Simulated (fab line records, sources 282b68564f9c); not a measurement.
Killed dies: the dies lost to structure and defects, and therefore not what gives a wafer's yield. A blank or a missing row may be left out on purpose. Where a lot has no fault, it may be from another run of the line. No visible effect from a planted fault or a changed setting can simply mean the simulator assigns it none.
The tool behind it: which one? ; flow ritCmos ; Sampling: 15 lots, 45 wafers, 2 of 202 route steps

WHAT EACH GAUGE READ, for each wafer
RIT_PSD_OVL_MEAS_06. Usual: PSD_OVL typically reads -0.9 nm, with standard deviation 1.4.
lot;measured;on;PSD_OVL (nm);flag
L987;day 3 18:43;overlay-01;0.3 -1.6 -1.1;
L988;day 4 01:43;overlay-01;-4.5 -0.4 -1.0;
L989;day 4 19:43;overlay-02;-0.2 -1.4 -1.3;
L990;day 4 19:50;overlay-02;-1.9 0.1 -1.3;
L991;day 5 02:55;overlay-02;-3.5 -2.1 -1.3;
L993;day 5 03:13;overlay-02;-1.1 1.5 0.1;
L992;day 5 16:21;overlay-02;-0.6 0.7 0.3;
L996;day 5 17:13;overlay-02;-0.1 -0.1 -0.5;
L997;day 6 06:55;overlay-01;0.7 0.7 -0.3;
L100;day 6 19:00;overlay-02;-151.0 -152.8 -152.9;OFF
L102;day 6 21:49;overlay-01;-151.2 -149.7 -150.9;OFF
L103;day 7 02:05;overlay-01;-149.9 -149.2 -147.7;OFF
L106;day 7 10:36;overlay-01;-2.7 -2.0 -1.4;
L109;day 7 22:28;overlay-02;-1.8 -2.4 -3.0;
L110;day 8 01:00;overlay-02;-2.1 -1.4 -1.5;

TOOL THAT RAN EACH LOT (tool first, then ch and the chambers of the sampled wafers, then the start)
lot;RIT_PSD_EXPOSE_03
L987;ilineStepper-02 ch 0, day 3 18:17
L988;ilineStepper-01 ch 0, day 4 01:20
L989;ilineStepper-02 ch 0, day 4 19:22
L990;ilineStepper-02 ch 0, day 4 19:28
L991;ilineStepper-02 ch 0, day 5 02:17
L993;ilineStepper-02 ch 0, day 5 02:25
L992;ilineStepper-01 ch 0, day 5 15:48
L996;ilineStepper-01 ch 0, day 5 16:39
L997;ilineStepper-01 ch 0, day 6 06:31
L100;ilineStepper-02 ch 0, day 6 18:31
L102;ilineStepper-02 ch 0, day 6 21:26
L103;ilineStepper-02 ch 0, day 7 01:41
L106;ilineStepper-01 ch 0, day 7 10:13
L109;ilineStepper-01 ch 0, day 7 22:05
L110;ilineStepper-01 ch 0, day 8 00:36
- RIT_PSD_EXPOSE_03: exposes mask M10, target cd 40900 nm.

WHAT THE TOOLS THEMSELVES READ (means of the sampled wafers that have a number; where no wafer has one, the mark that the record gives instead)
The record holds no such reading with a usual standard deviation.

THE ANSWER, worked out from the rows above alone
Rule: a lot is off if the mean of its wafers that have a number lies more than 3 standard deviations from the usual mean. Also off: a lot with no number at a reading for which 4 or more lots have one. The other lots that the step has rows for count as sound. After the gauges, taken in route order, come the tools' own readings; for these a lot's mean is taken, as printed above. The first step at which some lot is off is used, and at that step the reading that is off furthest; a lot without a number counts as furthest.
Off: at RIT_PSD_OVL_MEAS_06 (PSD_OVL), L100, L102, L103.
If a tool, at a process step before that reading, ran all the lots that are off and no sound lot after the first of them, it fits. The gauges at RIT_PSD_OVL_MEAS_06 are tried like those tools. One fits: ilineStepper-02 at RIT_PSD_EXPOSE_03. Its last sound lot is L993 (day 5 02:25), its first lot that is off L100 (day 6 18:31): a fault that began between those two fits.

WHAT THE SIMULATOR PUT IN
Scanner matching overlay: ilineStepper-02, from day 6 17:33 on, at RIT_PSD_EXPOSE_03. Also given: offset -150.
Struck lots among those shown: L100, L102, L103. This agrees with what the rule above found.
